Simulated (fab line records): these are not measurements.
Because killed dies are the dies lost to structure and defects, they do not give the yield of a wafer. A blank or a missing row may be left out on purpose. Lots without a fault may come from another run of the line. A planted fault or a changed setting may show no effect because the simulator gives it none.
Split-lot trial	flow berkeley_cmos170	route with 331 steps; 5 lots, 23 wafers read

## THE SPLIT
At UCB170_ACTIVE_PEB_11, the setting peb_temp_c was moved away from the recipe's 130 C on 5 of the 23 wafers read, by -1.1% to +2.2%. The other wafers ran this setting at the recipe's value.

## FROM THE SPLIT TO THE READING: what the file shows between them, 4 steps
- UCB170_ACTIVE_DEVELOP_12: develop time 45 s
- UCB170_ACTIVE_CD_MEAS_13: target cd 1200 nm
- UCB170_ACTIVE_ETCH_15: etches Si3N4 in CH3F/Ar/O2, stops on SiO2, target depth 242 nm, time 151 s
- UCB170_ACTIVE_STRIP_16: strips in O2

## THE READING
cd_nm, in nm, at UCB170_ACTIVE_CD_MEAS_90 (target cd 1200 nm). Typical for fault-free wafers on this fab line: 1199.7 nm, with standard deviation 1.2 nm.

wafer	tool, chamber at the split	peb_temp_c as run, C	against the recipe	cd_nm, nm	against lot-mates on the recipe
L077.2	litho_track-04, 0	130	recipe	1200.0	-
L077.3	litho_track-04, 0	130	recipe	1198.4	-
L077.4	litho_track-04, 0	130	recipe	1200.3	-
L077.5	litho_track-04, 0	130	recipe	1199.1	-
L077.6	litho_track-04, 0	130	recipe	1199.3	-
L080.1	litho_track-01, 0	130	recipe	1198.2	-
L080.5	litho_track-01, 0	130	recipe	1198.0	-
L080.6	litho_track-01, 0	130	recipe	1197.7	-
L079.1	litho_track-02, 0	130	recipe	1199.7	-
L079.2	litho_track-02, 0	132.9	+2.2%	1182.1	-18.2
L079.3	litho_track-02, 0	132.9	+2.2%	1183.1	-17.2
L079.5	litho_track-02, 0	132.9	+2.2%	1182.7	-17.6
L079.6	litho_track-02, 0	130	recipe	1201.0	-
L085.1	litho_track-02, 0	130	recipe	1199.4	-
L085.2	litho_track-02, 0	130	recipe	1199.0	-
L085.4	litho_track-02, 0	130	recipe	1199.2	-
L085.5	litho_track-02, 0	130	recipe	1200.5	-
L085.6	litho_track-02, 0	130	recipe	1199.1	-
L083.1	litho_track-04, 0	130	recipe	1200.0	-
L083.2	litho_track-04, 0	128.6	-1.1%	1208.7	+8.9
L083.4	litho_track-04, 0	130	recipe	1198.7	-
L083.5	litho_track-04, 0	130	recipe	1200.6	-
L083.6	litho_track-04, 0	128.6	-1.1%	1209.3	+9.5

FIT RESULTS
A straight line over all 23 wafers: cd_nm changes by -7.74 nm for each +1% of peb_temp_c; r = -0.99; the points scatter about the line by 0.96 nm.
The same after taking each lot's own level away (the mean of its wafers on the recipe; 23 wafers): -8.05 nm for each +1%; r = -1.00; scatter 0.62 nm.
On that fit, the largest move of peb_temp_c shifts the reading by 18 nm.
The lots' own levels span 1197.97 to 1200.35 nm, that is 2.0 times the standard deviation above.
The two slopes are in agreement: the lot-to-lot level therefore moves the slope only a little.
Check: -17.7 nm against its lot-mates is what the line predicts for one of the wafers moved furthest among these (+2.2%) when that wafer is left out of the fit. Against them it came out at -18.2 nm.

## FURTHER SPLITS ON THESE WAFERS
Before the reading, these wafers also passed through other splits. Each is held against what the fit with the lots' levels taken away leaves over:
other split on the same wafers	wafers away from the commonest value	r with cd_nm (lot level and that fit taken away)
UCB170_PWELL_CVD_05 time_s	15	+0.13
UCB170_PWELL_ETCH_14 time_s	5	+0.25

## THE WHOLE CHAIN: every reading that the file lists as answering this split, in the file's order
step	what it does	reading	change (the file's fit)	r (the file's)
UCB170_ACTIVE_CD_MEAS_13	target cd 1200 nm	cd_nm	-7.86 nm for each +1% of the setting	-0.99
UCB170_ACTIVE_ETCH_15	etches Si3N4 in CH3F/Ar/O2, stops on SiO2, target depth 242 nm, time 151 s	ACTIVE.cd_nm (the simulator's own value, which no gauge read)	-8.02 nm for each +1% of the setting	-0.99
UCB170_ACTIVE_CD_MEAS_90	target cd 1200 nm	cd_nm	-8.05 nm for each +1% of the setting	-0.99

## THE FILE'S OWN FIT
cd_nm changes by -8.05 nm for each +1% of peb_temp_c, r = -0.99.
